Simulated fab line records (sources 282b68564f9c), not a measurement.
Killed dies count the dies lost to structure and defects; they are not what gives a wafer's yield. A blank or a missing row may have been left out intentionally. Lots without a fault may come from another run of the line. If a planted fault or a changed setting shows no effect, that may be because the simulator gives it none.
Tool commonality check | flow rit_cmos | Lots sampled 16, wafers sampled 60

== REASON FOR OPENING ==
Of 16 lots, 4 have the reading GATE_OVL flagged at RIT_GATE_OVL_MEAS_17. Fault-free wafers read -0.1 nm, with a standard deviation of 1.1.
Rule: a lot is flagged when every wafer of it that has a number lies more than 4 standard deviations from that mean, or none has a number. All remaining lots are regarded as sound.

lot  | measured    | on         | GATE_OVL (nm), wafer by wafer             | flag
L896 | day 2 22:16 | overlay-02 | 0.8 0.1 0.3                               |
L897 | day 3 03:56 | overlay-02 | 0.9 2.0 0.6                               |
L898 | day 3 04:22 | overlay-02 | 0.2 -1.1 -0.2                             |
L900 | day 3 16:19 | overlay-02 | -1.1 -1.8 -0.3                            |
L901 | day 3 17:50 | overlay-01 | -0.1 -0.3 -1.3                            |
L902 | day 4 00:19 | overlay-02 | -3.0 -2.0 -2.0                            |
L903 | day 4 06:10 | overlay-01 | 0.3 0.4 0.4                               |
L904 | day 4 15:08 | overlay-01 | 0.2 0.5 0.3                               |
L905 | day 4 16:03 | overlay-02 | 0.8 3.1 -0.8                              |
L910 | day 5 19:00 | overlay-01 | -150.8 -151.0 -151.6 -150.0 -149.7 -150.2 | FLAGGED
L912 | day 6 02:41 | overlay-01 | -148.0 -149.1 -149.0 -146.9 -147.8 -147.9 | FLAGGED
L913 | day 6 06:11 | overlay-02 | -151.7 -150.0 -150.8 -150.5 -148.8 -149.0 | FLAGGED
L914 | day 6 14:45 | overlay-01 | -148.8 -151.0 -149.4 -148.2 -149.7 -148.2 | FLAGGED
L915 | day 6 17:08 | overlay-01 | -0.1 0.3 -0.8                             |
L916 | day 6 22:45 | overlay-02 | 0.6 2.8 1.3                               |
L918 | day 7 09:03 | overlay-02 | -2.2 -2.5 -1.8                            |
Flagged lots average -149.5 nm: -149.4 nm relative to the usual, that is -99 or more standard deviations.

== LOT BY LOT: THE TOOL USED ==
The record keeps 1 process step preceding the reading, out of 202 steps on the route. Every cell lists first the tool, next ch and the chambers used by the sampled wafers, and last the start.
lot  | flag    | RIT_GATE_EXPOSE_13
L896 |         | iline_stepper-01 ch 0, day 2 21:41
L897 |         | iline_stepper-01 ch 0, day 3 03:08
L898 |         | iline_stepper-01 ch 0, day 3 03:38
L900 |         | iline_stepper-01 ch 0, day 3 15:49
L901 |         | iline_stepper-01 ch 0, day 3 17:19
L902 |         | iline_stepper-02 ch 0, day 3 23:42
L903 |         | iline_stepper-02 ch 0, day 4 05:40
L904 |         | iline_stepper-02 ch 0, day 4 14:32
L905 |         | iline_stepper-01 ch 0, day 4 15:31
L910 | FLAGGED | iline_stepper-01 ch 0, day 5 18:25
L912 | FLAGGED | iline_stepper-01 ch 0, day 6 02:10
L913 | FLAGGED | iline_stepper-01 ch 0, day 6 05:40
L914 | FLAGGED | iline_stepper-01 ch 0, day 6 14:14
L915 |         | iline_stepper-02 ch 0, day 6 16:37
L916 |         | iline_stepper-02 ch 0, day 6 22:14
L918 |         | iline_stepper-02 ch 0, day 7 08:34
What the steps here do:
- RIT_GATE_EXPOSE_13: exposes mask M6, target cd 150 nm.
- RIT_GATE_OVL_MEAS_17

== FLAGGED AGAINST TOTAL, ONE TOOL AT A TIME (gauges that did the reading follow at the end) ==
step                 | tool             | lots run | flagged | share of the flagged lots | sound lots run after its first flagged lot
RIT_GATE_EXPOSE_13   | iline_stepper-01 | 10       | 4       | all                       | 0
RIT_GATE_EXPOSE_13   | iline_stepper-02 | 6        | 0       | none                      | -
RIT_GATE_OVL_MEAS_17 | overlay-01       | 7        | 3       | some                      | 1 (L915)
RIT_GATE_OVL_MEAS_17 | overlay-02       | 9        | 1       | some                      | 2 (L916,L918)

== WHAT THE TABLE ALLOWS ==
All flagged lots share 1 row of the table, namely iline_stepper-01 at RIT_GATE_EXPOSE_13.
- iline_stepper-01 at RIT_GATE_EXPOSE_13: 4 of its 10 lots flagged. It ran its last sound lot, L905, at day 4 15:31 and its first flagged lot, L910, at day 5 18:25: a fault with its onset between the two fits.
iline_stepper-01 at RIT_GATE_EXPOSE_13 is the single tool remaining.

== WHAT THE SIMULATOR PUT IN ==
Scanner matching overlay: iline_stepper-01, from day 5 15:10 on, at RIT_GATE_EXPOSE_13. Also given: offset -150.
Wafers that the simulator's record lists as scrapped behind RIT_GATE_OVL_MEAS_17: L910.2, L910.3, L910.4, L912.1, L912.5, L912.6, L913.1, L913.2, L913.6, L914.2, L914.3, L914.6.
Lots struck among those shown: L910, L912, L913, L914. The rule given above showed the same thing.
